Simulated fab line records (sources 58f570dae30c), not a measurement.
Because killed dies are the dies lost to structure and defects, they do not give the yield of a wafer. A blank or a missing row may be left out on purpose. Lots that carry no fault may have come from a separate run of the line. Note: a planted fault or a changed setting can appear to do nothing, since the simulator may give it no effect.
A single fault, viewed from 2 desks | flow berkeley-cmos170 | each desk holds nothing but its own numbers, with what lay behind them at the end

== THE TOOL OWNER'S DESK: implanter-01 ==
The tool's own readings at UCB170_PLDD_IMPLANT_09: means of the sampled wafers that have a number, for each lot that ran on this tool. A lot is out of limits, marked OUT, if its mean lies more than 4 standard deviations from the usual mean; the brackets give that distance.
Columns: A = beam-on-s at UCB170_PLDD_IMPLANT_09, usual 10.00 s; B = faraday-current-uA at UCB170_PLDD_IMPLANT_09, usual 159
lot  | first seen here | A               | B
L848 | day 7 18:26     | 9.88            | 161
L852 | day 8 14:34     | 9.92            | 160
L854 | day 9 09:26     | 9.96            | 159
L858 | day 10 07:18    | 14.41 (+22) OUT | 110 (-16) OUT
L859 | day 10 08:13    | 14.13 (+21) OUT | 112 (-15) OUT
Finding of this desk: L858, L859 out of limits; the first was L858 at day 10 07:18, on beam-on-s at UCB170_PLDD_IMPLANT_09. Within limits: L848, L852, L854.

== THE METROLOGY DESK ==
Lot by lot, what the gauges showed, no matter which tool ran the lot: averages of those sampled wafers that carry a number. A lot is out of limits, marked OUT, if its mean lies more than 4 standard deviations from the usual mean; the brackets give that distance.
Columns: A = FIELD_OXIDE_LEFT_2_THK at UCB170_FIELD_THK_MEAS_91, usual 353 nm; B = PLDD_TW at UCB170_PLDD_TW_MEAS_11, usual 1000; C = PLDD_RS at UCB170_SDANNEAL_RS_MEAS_04, usual 1030 ohm/sq
lot  | first seen here | A   | B               | C
L847 | day 6 14:24     | 352 | 1006            | 1024
L846 | day 6 14:40     | 370 | 990             | 1031
L848 | day 7 02:29     | 357 | 990             | 1035
L852 | day 7 15:27     | 348 | 1006            | 1029
L851 | day 7 15:42     | 348 | 1003            | 1026
L850 | day 7 16:46     | 340 | 1001            | 1027
L855 | day 8 15:16     | 350 | 1005            | 1034
L854 | day 8 15:34     | 357 | 1002            | 1029
L858 | day 9 09:51     | 351 | 1061 (+9.9) OUT | 881 (-41) OUT
L859 | day 9 10:15     | 351 | 1065 (+11) OUT  | 887 (-40) OUT
L860 | day 10 03:40    | 347 | 1004            | 1033
L865 | day 10 21:58    | 360 | 1006            | 1030
L867 | day 11 03:35    | 368 | 1004            | 1027
L868 | day 11 18:14    | 355 | 1003            | 1027
This desk's result: L858, L859 out of limits, first on L858 (PLDD_TW at UCB170_PLDD_TW_MEAS_11), day 10 07:31. Within limits: L847, L846, L848, L852, L851, L850, L855, L854, L860, L865, L867, L868.

== PUT TOGETHER ==
An alarm could have come from the tool owner's desk at day 10 07:18, on L858, L859.
An alarm was possible from the metrology desk at day 10 07:31, on L858, L859.
On implanter-01, each named lot ran UCB170_PLDD_IMPLANT_09.

== WHAT THE SIMULATOR HAD PUT IN ==
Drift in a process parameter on implanter-01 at UCB170_PLDD_IMPLANT_09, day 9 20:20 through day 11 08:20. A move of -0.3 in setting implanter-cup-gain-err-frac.
Shown lots that were struck: L858, L859.
Time in hours from fault onset to the first out-of-limits reading at each desk: tool owner's desk 11, metrology desk 11.
